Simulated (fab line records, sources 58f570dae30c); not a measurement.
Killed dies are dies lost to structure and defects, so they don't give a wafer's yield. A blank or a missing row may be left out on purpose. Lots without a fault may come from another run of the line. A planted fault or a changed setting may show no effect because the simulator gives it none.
Problem report in the 8D (eight disciplines) form, filled by code | flow berkeley_cmos170 | the parts of the form that need people (team, actions taken, sign-off) are left out

1. THE PROBLEM
CONTACT_PSG_THK at UCB170_CONTACT_THK_MEAS_02 reads a mean of 878 nm on 6 wafers of 2 lots; wafers without a fault read 702 nm with a standard deviation of 5.7. That is +31 standard deviations from the usual mean.
First seen on wafer L558.1, day 9 11:23, on film_metro-01. The record holds 42 wafers of 14 lots with a number at this step. Rule for "out", or "out of limits": more than 4 standard deviations from the usual mean. The other wafers with a number count as sound.

2. WHAT IT IS AND WHAT IT IS NOT
question                    | is                     | is not
which readings at this step | CONTACT_PSG_THK        | -
which lots                  | L558, L563             | L549, L550, L551, L552, L553, L555, L556, L557, L560, L562, L569, L572
which wafers of those lots  | all that have a number | -
read on which gauges        | film_metro-01          | film_metro-02, film_metro-04
when                        | from day 9 11:23       | up to then (21 sound wafers); but 15 sound wafers of L555, L560, L562, L569, L572 came after

3. SUSPECTS, AND WHAT RULES EACH OUT
Counting: a tool at a process step up to the reading stays a suspect if it ran every lot that is out and no sound lot after the first of them.
- the gauge at UCB170_CONTACT_THK_MEAS_02: ruled out. All the wafers that are out were read on film_metro-01, but those of them that UCB170_CONTACT_ETCH_18 has rows for are out there too, on other tools.
- lpcvd-02 at UCB170_CONTACT_CVD_01 (deposits PSG from SiH4/O2/PH3, target thk 700 nm, time 2820 s): kept. It ran every lot that is out, first L558 (day 9 09:36), and no sound lot after that; its last sound lot up to then is L553 (day 8 12:35).
Left after counting: lpcvd-02 at UCB170_CONTACT_CVD_01.

4. THE CAUSE (what the simulator had put in)
Process parameter drift: lpcvd-02, from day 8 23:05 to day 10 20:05, at UCB170_CONTACT_CVD_01. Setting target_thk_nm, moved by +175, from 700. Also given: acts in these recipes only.
Counting left only this tool.

5. THE CHAIN OF EFFECTS, in route order
Each row: a reading whose mean over the struck wafers that have a number lies more than 3 standard deviations from the usual. Only readings for which the record gives a usual standard deviation are gone through. hours: the time from each lot's start at the first step in this table that gives one to its start at this step, as a median over the lots. sigmas: the change in usual standard deviations.
hours | step                       | reading         | usual      | on struck wafers | change | sigmas
0     | UCB170_CONTACT_THK_MEAS_02 | CONTACT_PSG_THK | 702 nm     | 878              | +176   | +31
-     | UCB170_CONTACT_ETCH_18     | oes_product_au  | 0.884 a.u. | 0.992            | +0.108 | +9.0
The process steps in it:
- UCB170_CONTACT_ETCH_18: etches PSG in CHF3/CF4/Ar, stops on TiSi2, target depth 840 nm, time 195 s.
Later measuring or inspecting steps at which every struck wafer that the step has a row for has a number for every such reading, and none has moved that far: UCB170_M1_CD_MEAS_09.

6. WHAT WOULD HAVE CAUGHT IT SOONER
In this record the first reading out of limits at a measuring or inspecting step was taken at day 9 11:23, 12 hours after the fault began at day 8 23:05.
Of the tool readings at UCB170_CONTACT_CVD_01 for which the record gives a usual standard deviation, none was out on any struck wafer, so an alarm limit of 4 standard deviations on them would not have fired.
Of the lots that are out (2), L563 began UCB170_CONTACT_CVD_01 on lpcvd-02 after day 9 11:23. A hold on the tool at that time would have spared it.
